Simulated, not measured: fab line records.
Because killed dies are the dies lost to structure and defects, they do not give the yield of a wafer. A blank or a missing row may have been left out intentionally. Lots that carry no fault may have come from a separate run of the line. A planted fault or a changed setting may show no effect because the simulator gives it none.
fab line records | flow berkeley-cmos170
record: lots: 7 | wafers: 21 | last-day: 11
route steps=331 shown M2@290 V2@292
lots with no fault: from the same line, run without faults
start-h: hours from the record's opening day to when the first of the lot's shown wafers began | wait-h: hours elapsed since this lot's preceding step | " identical to the entry in the row above | L1.1+2: several wafers, shown together as one row | - no value present, or no start provided | * or withheld: withheld | < > ~ a bound
route shown NAME@n: a module of which the file shows steps, and the number in the route of the first | usual: the fault-free wafers' mean and standard deviation | same: alike in all rows | chamber/n: place in a boat | sites: each site's reading | _std_site: standard deviation across them | _edge_site: outer sites' mean less inner sites' | radius-mm: how far each site lies from the wafer's centre | mask NAME#n: copy n | behind: tool/chamber where the wafer was last shaped | hold: cause of the lot's hold/its duration in hours/its outcome | device: the transistor (n, p or np) that didn't switch | end of line: the same wafers' tests at the end of the route | a step given without rows: its recipe and nothing more | killed: at the first sort, the dies lost to defects and structure; wafer yield is something else | map: a wafer's dies, x killed, . not, _ none there
set.NAME: setting as actually run; set.NAME@STEP: the setting as run at that earlier step | model.NAME: the simulator's own value behind a step, which no gauge read
lots at selected steps of the route; one table per step, one row per wafer
services: when a tool's chamber went out of use (start-h, in hours from the record's first day, below 0 if earlier), for how many hours, and the reason
== steps ==
step: UCB170_M2_STRIP_19
recipe: chemistry: O2 | power-w: 400 | pressure-mtorr: 3500 | platen-temp-c: withheld | o2-flow-sccm: 400 | overash-fraction: 0.5
usual: chamber-pressure-mTorr: 3500.2/2.9 | drypump-motor-current-A: 5.7/0.3 | oes-product-au: 0.543/0.016
lot.wafer | tool            | chamber | start-h | wait-h | chamber-pressure-mTorr | drypump-motor-current-A | oes-product-au | rf-hours-counter-h
L378.2    | plasma-asher-03 | 1       | 185.75  | 0.1    | 3500.1                 | 5.6                     | 0.550          | 44
L378.5    | "               | 1       | "       | "      | 3502.2                 | 5.6                     | 0.552          | -
L378.6    | "               | 0       | "       | "      | 3497.2                 | 5.6                     | 0.549          | -
L381.2    | plasma-asher-01 | 0       | 200.98  | 0.1    | 3507.3                 | 5.7                     | 0.533          | 10
L381.3    | "               | 0       | "       | "      | 3496.8                 | 5.7                     | 0.540          | -
L381.5    | "               | 0       | "       | "      | 3497.1                 | 5.7                     | 0.536          | -
L387.3    | plasma-asher-04 | 0       | 232.28  | 0.1    | 3498.7                 | 5.3                     | 0.557          | -
L387.5    | "               | 0       | "       | "      | 3498.8                 | 5.3                     | 0.549          | -
L387.6    | "               | 1       | "       | "      | 3502.0                 | 6.2                     | 0.554          | -
L388.1    | plasma-asher-03 | 1       | 243.17  | 0.1    | 3496.6                 | 5.6                     | 0.552          | 50
L388.2    | "               | 0       | "       | "      | 3500.2                 | 5.6                     | 0.541          | 50
L388.4    | "               | 1       | "       | "      | 3499.2                 | 5.6                     | 0.550          | -
L390.2    | plasma-asher-03 | 0       | 254.00  | 0.1    | 3502.6                 | 5.6                     | 0.564          | 51
L390.3    | "               | 1       | "       | "      | 3495.6                 | 5.6                     | 0.533          | -
L390.6    | "               | 1       | "       | "      | 3503.1                 | 5.6                     | 0.542          | -
L389.1    | plasma-asher-01 | 1       | 254.12  | 0.1    | 3499.1                 | 5.6                     | 0.512          | 16
L389.3    | "               | 1       | "       | "      | 3500.1                 | 5.6                     | 0.507          | -
L389.5    | "               | 1       | "       | "      | 3498.4                 | 5.6                     | 0.548          | -
L392.3    | plasma-asher-04 | 0       | 266.26  | 0.1    | 3500.5                 | 5.3                     | 0.524          | -
L392.4    | "               | 1       | "       | "      | 3494.8                 | 6.2                     | 0.552          | -
L392.5    | "               | 0       | "       | "      | 3501.9                 | 5.3                     | 0.543          | -
step: UCB170_M2_CD_MEAS_90
recipe: target-cd-nm: 700
usual: cd-nm: 702/3
lot.wafer | tool      | chamber | start-h | wait-h | cd-nm
L378.2    | cd-sem-01 | -       | 185.87  | 0.1    | 705
L378.5    | "         | -       | "       | "      | 702
L378.6    | "         | -       | "       | "      | 704
L381.2    | cd-sem-01 | -       | 201.10  | 0.1    | 709
L381.3    | "         | -       | "       | "      | 709
L381.5    | "         | -       | "       | "      | 709
L387.3    | cd-sem-02 | -       | 232.39  | 0.1    | 705
L387.5    | "         | -       | "       | "      | 707
L387.6    | "         | -       | "       | "      | 707
L388.1    | cd-sem-02 | -       | 243.27  | 0.1    | 701
L388.2    | "         | -       | "       | "      | 705
L388.4    | "         | -       | "       | "      | 705
L390.2    | cd-sem-02 | -       | 254.12  | 0.1    | 696
L390.3    | "         | -       | "       | "      | 704
L390.6    | "         | -       | "       | "      | 700
L389.1    | cd-sem-01 | -       | 254.22  | 0.1    | 700
L389.3    | "         | -       | "       | "      | 703
L389.5    | "         | -       | "       | "      | 706
L392.3    | cd-sem-01 | -       | 266.37  | 0.1    | 697
L392.4    | "         | -       | "       | "      | 702
L392.5    | "         | -       | "       | "      | 702
step: UCB170_V2_CVD_00
recipe: material: SiO2 | target-thk-nm: 2000 | temp-c: 390 | precursor: TEOS/O2 | time-s: 250 | rf-w: 550 | pressure-mtorr: 9000
usual: heater-power-w: 253/61
lot.wafer | tool     | chamber | start-h | wait-h | heater-power-w
L378.2    | pecvd-02 | 1       | 185.97  | 0.1    | 315
L378.5    | "        | 2       | "       | "      | 164
L378.6    | "        | 0       | "       | "      | 311
L381.2    | pecvd-01 | 1       | 201.20  | 0.1    | 222
L381.3    | "        | 2       | "       | "      | 249
L381.5    | "        | 1       | "       | "      | 169
L387.3    | pecvd-02 | 2       | 232.47  | 0.1    | 234
L387.5    | "        | 0       | "       | "      | 236
L387.6    | "        | 1       | "       | "      | 306
L388.1    | pecvd-01 | 0       | 243.39  | 0.1    | 296
L388.2    | "        | 2       | "       | "      | 313
L388.4    | "        | 2       | "       | "      | 218
L390.2    | pecvd-01 | 1       | 254.22  | 0.1    | 186
L390.3    | "        | 2       | "       | "      | 284
L390.6    | "        | 2       | "       | "      | 218
L389.1    | pecvd-02 | 1       | 254.34  | 0.1    | 298
L389.3    | "        | 0       | "       | "      | 257
L389.5    | "        | 1       | "       | "      | 229
L392.3    | pecvd-02 | 1       | 266.45  | 0.1    | 312
L392.4    | "        | 2       | "       | "      | 238
L392.5    | "        | 1       | "       | "      | 228
step: UCB170_V2_THK_MEAS_01
recipe: reads: SiO2_of_V2_CVD_00
usual: V2_TEOS_THK: 2002/26
lot.wafer | tool          | chamber | start-h | wait-h | V2_TEOS_THK[nm]
L378.2    | film-metro-04 | -       | 186.13  | 0.1    | 2037
L378.5    | "             | -       | "       | "      | 2039
L378.6    | "             | -       | "       | "      | 2016
L381.2    | film-metro-04 | -       | 201.37  | 0.1    | 2010
L381.3    | "             | -       | "       | "      | 1974
L381.5    | "             | -       | "       | "      | 2011
L387.3    | film-metro-01 | -       | 232.64  | 0.1    | 1991
L387.5    | "             | -       | "       | "      | 2067
L387.6    | "             | -       | "       | "      | 2041
L388.1    | film-metro-02 | -       | 243.55  | 0.1    | 1971
L388.2    | "             | -       | "       | "      | 1949
L388.4    | "             | -       | "       | "      | 2005
L390.2    | film-metro-02 | -       | 254.38  | 0.1    | 1966
L390.3    | "             | -       | "       | "      | 1922
L390.6    | "             | -       | "       | "      | 1972
L389.1    | film-metro-04 | -       | 254.49  | 0.1    | 1982
L389.3    | "             | -       | "       | "      | 1987
L389.5    | "             | -       | "       | "      | 2026
L392.3    | film-metro-02 | -       | 266.63  | 0.1    | 2031
L392.4    | "             | -       | "       | "      | 1994
L392.5    | "             | -       | "       | "      | 2044
step: UCB170_V2_CMP_02
recipe: material: SiO2 | down-force-psi: 6 | platen-rpm: 60 | pad-velocity-m-s: 0.75398
usual: motor-current-A: 15.9/1.5 | platen-rpm: 60.00/0.039 | retaining-ring-pressure-frac: 0.999/0.0045
lot.wafer | tool   | chamber | start-h | wait-h | motor-current-A | platen-rpm | retaining-ring-pressure-frac
L378.2    | cmp-01 | 3       | 186.23  | 0.1    | 15.8            | 60.00      | 1.004
L378.5    | "      | 2       | "       | "      | 16.7            | 59.98      | 1.002
L378.6    | "      | 3       | "       | "      | 14.2            | 59.94      | 1.000
L381.3    | cmp-02 | 2       | 201.47  | 0.1    | 17.8            | 59.97      | 1.004
L381.2    | "      | 3       | "       | "      | 18.3            | 59.98      | 1.001
L381.5    | "      | 2       | "       | "      | 17.9            | 60.03      | 1.003
L387.3    | cmp-01 | 0       | 232.74  | 0.1    | 17.4            | 59.98      | 1.000
L387.5    | "      | 0       | "       | "      | 17.6            | 60.00      | 1.003
L387.6    | "      | 1       | "       | "      | 15.4            | 59.97      | 0.991
L388.2    | cmp-01 | 1       | 243.61  | 0.0    | 15.5            | 59.95      | 0.998
L388.1    | "      | 2       | "       | "      | 16.0            | 60.04      | 0.994
L388.4    | "      | 0       | "       | "      | 17.8            | 59.96      | 1.000
L390.3    | cmp-02 | 0       | 254.53  | 0.1    | 12.9            | 60.04      | 1.000
L390.2    | "      | 1       | "       | "      | 15.2            | 60.03      | 1.000
L390.6    | "      | 2       | "       | "      | 18.1            | 59.97      | 1.002
L389.1    | cmp-01 | 1       | 254.55  | 0.1    | 15.6            | 60.05      | 1.001
L389.3    | "      | 0       | "       | "      | 17.1            | 60.05      | 1.004
L389.5    | "      | 1       | "       | "      | 15.8            | 60.04      | 0.997
L392.4    | cmp-01 | 1       | 266.72  | 0.1    | 16.0            | 59.99      | 0.989
L392.3    | "      | 3       | "       | "      | 14.6            | 59.93      | 0.999
L392.5    | "      | 1       | "       | "      | 15.4            | 59.95      | 0.993
step: UCB170_V2_BOW_MEAS_03
recipe: mode: bow
usual: V2_BOW: 38/7.3
lot.wafer | tool          | chamber | start-h | wait-h | V2_BOW[um]
L378.2    | film-metro-01 | -       | 186.50  | 0.2    | 35
L378.5    | "             | -       | "       | "      | 53
L378.6    | "             | -       | "       | "      | 45
L381.2    | film-metro-04 | -       | 201.74  | 0.2    | 41
L381.3    | "             | -       | "       | "      | 42
L381.5    | "             | -       | "       | "      | 42
L387.3    | film-metro-04 | -       | 233.08  | 0.3    | 39
L387.5    | "             | -       | "       | "      | 44
L387.6    | "             | -       | "       | "      | 54
L388.1    | film-metro-04 | -       | 243.91  | 0.2    | 43
L388.2    | "             | -       | "       | "      | 30
L388.4    | "             | -       | "       | "      | 28
L390.2    | film-metro-02 | -       | 254.75  | 0.1    | 30
L390.3    | "             | -       | "       | "      | 45
L390.6    | "             | -       | "       | "      | 30
L389.1    | film-metro-01 | -       | 254.85  | 0.2    | 40
L389.3    | "             | -       | "       | "      | 30
L389.5    | "             | -       | "       | "      | 39
L392.3    | film-metro-02 | -       | 267.04  | 0.2    | 35
L392.4    | "             | -       | "       | "      | 29
L392.5    | "             | -       | "       | "      | 33
step: UCB170_V2_THK_MEAS_04
recipe: reads: SiO2_of_V2_CVD_00
usual: V2_POLISHED_THK: 1000.3/1.2
lot.wafer | tool          | chamber | start-h | wait-h | V2_POLISHED_THK[nm]
L378.2    | film-metro-01 | -       | 186.61  | 0.1    | 1001.5
L378.5    | "             | -       | "       | "      | 1001.3
L378.6    | "             | -       | "       | "      | 1000.6
L381.2    | film-metro-04 | -       | 201.85  | 0.1    | 1002.2
L381.3    | "             | -       | "       | "      | 1000.7
L381.5    | "             | -       | "       | "      | 1000.7
L387.3    | film-metro-04 | -       | 233.18  | 0.1    | 999.4
L387.5    | "             | -       | "       | "      | 998.9
L387.6    | "             | -       | "       | "      | 1000.1
L388.1    | film-metro-04 | -       | 244.03  | 0.1    | 999.6
L388.2    | "             | -       | "       | "      | 999.0
L388.4    | "             | -       | "       | "      | 999.0
L390.2    | film-metro-02 | -       | 254.86  | 0.1    | 1000.6
L390.3    | "             | -       | "       | "      | 997.2
L390.6    | "             | -       | "       | "      | 1000.3
L389.1    | film-metro-01 | -       | 254.97  | 0.1    | 1003.3
L389.3    | "             | -       | "       | "      | 999.9
L389.5    | "             | -       | "       | "      | 1001.7
L392.3    | film-metro-02 | -       | 267.14  | 0.1    | 1001.2
L392.4    | "             | -       | "       | "      | 1000.5
L392.5    | "             | -       | "       | "      | 1001.6
step: UCB170_V2_CLEAN_05
recipe: chemistry: DIW
step: UCB170_V2_HMDS_06
recipe: prime-time-s: 60 | prime-temp-c: 100
step: UCB170_V2_COAT_07
recipe: resist: KrF | spin-rpm: 1500 | resist-thk-nm: 900
step: UCB170_V2_SOFTBAKE_08
recipe: resist: KrF | temp-c: 130 | time-s: 60
step: UCB170_V2_EXPOSE_09
recipe: mask-id: VIA2 | target-cd-nm: 700 | na: 0.5 | sigma-outer: 0.6 | source-shape: conventional | dose-mj: 37
step: UCB170_V2_PEB_10
recipe: peb-temp-c: 130 | peb-time-s: withheld | resist: KrF
usual: chill-plate-temp-C: 22.99/0.096 | exhaust-pa: 44.9/0.94 | resist-line-temp-C: 23.00/0.1
lot.wafer | tool           | chamber | start-h | wait-h | chill-plate-temp-C | exhaust-pa | resist-line-temp-C
L378.2    | litho-track-01 | 0       | 187.62  | 0.1    | 22.93              | 45.8       | 22.95
L378.5    | "              | 0       | "       | "      | 23.07              | 46.2       | 23.00
L378.6    | "              | 0       | "       | "      | 23.17              | 46.1       | 22.82
L381.2    | litho-track-02 | 0       | 202.94  | 0.2    | 22.92              | 44.8       | 23.00
L381.3    | "              | 0       | "       | "      | 22.99              | 43.7       | 22.90
L381.5    | "              | 0       | "       | "      | 22.90              | 44.1       | 22.92
L387.3    | litho-track-02 | -       | 234.24  | 0.3    | -                  | -          | -
L387.5    | "              | -       | "       | "      | -                  | -          | -
L387.6    | "              | -       | "       | "      | -                  | -          | -
L388.1    | litho-track-04 | -       | 244.96  | 0.1    | -                  | -          | -
L388.2    | "              | -       | "       | "      | -                  | -          | -
L388.4    | "              | -       | "       | "      | -                  | -          | -
L390.2    | litho-track-04 | 0       | 255.68  | 0.1    | 22.91              | 45.8       | 23.11
L390.3    | "              | 0       | "       | "      | 22.97              | 46.2       | 22.94
L390.6    | "              | 0       | "       | "      | 23.01              | 45.3       | 23.07
L389.1    | litho-track-02 | -       | 256.01  | 0.1    | -                  | -          | -
L389.3    | "              | -       | "       | "      | -                  | -          | -
L389.5    | "              | -       | "       | "      | -                  | -          | -
L392.3    | litho-track-04 | 0       | 268.04  | 0.2    | 22.96              | 44.4       | 22.95
L392.4    | "              | 0       | "       | "      | 22.98              | 45.2       | 23.03
L392.5    | "              | 0       | "       | "      | 23.00              | 45.0       | 22.91
step: UCB170_V2_DEVELOP_11
recipe: developer: TMAH | develop-time-s: 45 | resist: KrF | dev-temp-c: 21
== services ==
tool            | chamber | start-h | hours | kind
cmp-02          | -       | 171.83  | 1.0   | repair
plasma-asher-04 | -       | 188.00  | 1.8   | repair
cmp-01          | -       | 198.05  | 1.2   | repair
pecvd-01        | -       | 225.31  | 4.3   | pm
cmp-02          | -       | 226.75  | 4.7   | pm
pecvd-02        | -       | 230.81  | 0.7   | repair
cmp-02          | -       | 232.00  | 4.0   | pm
cmp-02          | -       | 236.00  | -     | consumable-replace:conditioner
cmp-02          | -       | 236.00  | -     | consumable-replace:pad
pecvd-01        | -       | 244.35  | 2.7   | repair
pecvd-02        | 2       | 250.67  | 2.6   | repair
plasma-asher-01 | -       | 266.16  | 2.8   | pm
== key ==
first-sign: step: UCB170_V2_PEB_10 | reading: tool-record | direction: missing
effect none on later readings
met-at UCB170_V2_PEB_10
struck-wafers L387.3,L387.5,L387.6,L388.1,L388.2,L388.4,L389.1,L389.3,L389.5
later-rows-left-out L387.3,L387.5,L387.6,L388.1,L388.2,L388.4,L389.1,L389.3,L389.5
sort-left-out L387.3,L387.5,L387.6,L388.1,L388.2,L388.4,L389.1,L389.3,L389.5
onset-between 202.94 234.24
fault: kind: skipped-step-whole | tool: litho-track-02,litho-track-04 | chamber: - | onset-h: 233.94 | steps: UCB170_V2_PEB_10 | scope: struck-lots-only
sort-left-out: the simulated sort isn't trusted on such a fault, so these wafers' sort isn't shown, and their yield isn't known
later-rows-left-out: the simulator's readings of these wafers behind a module that went badly wrong aren't trusted and aren't shown, but for the sort
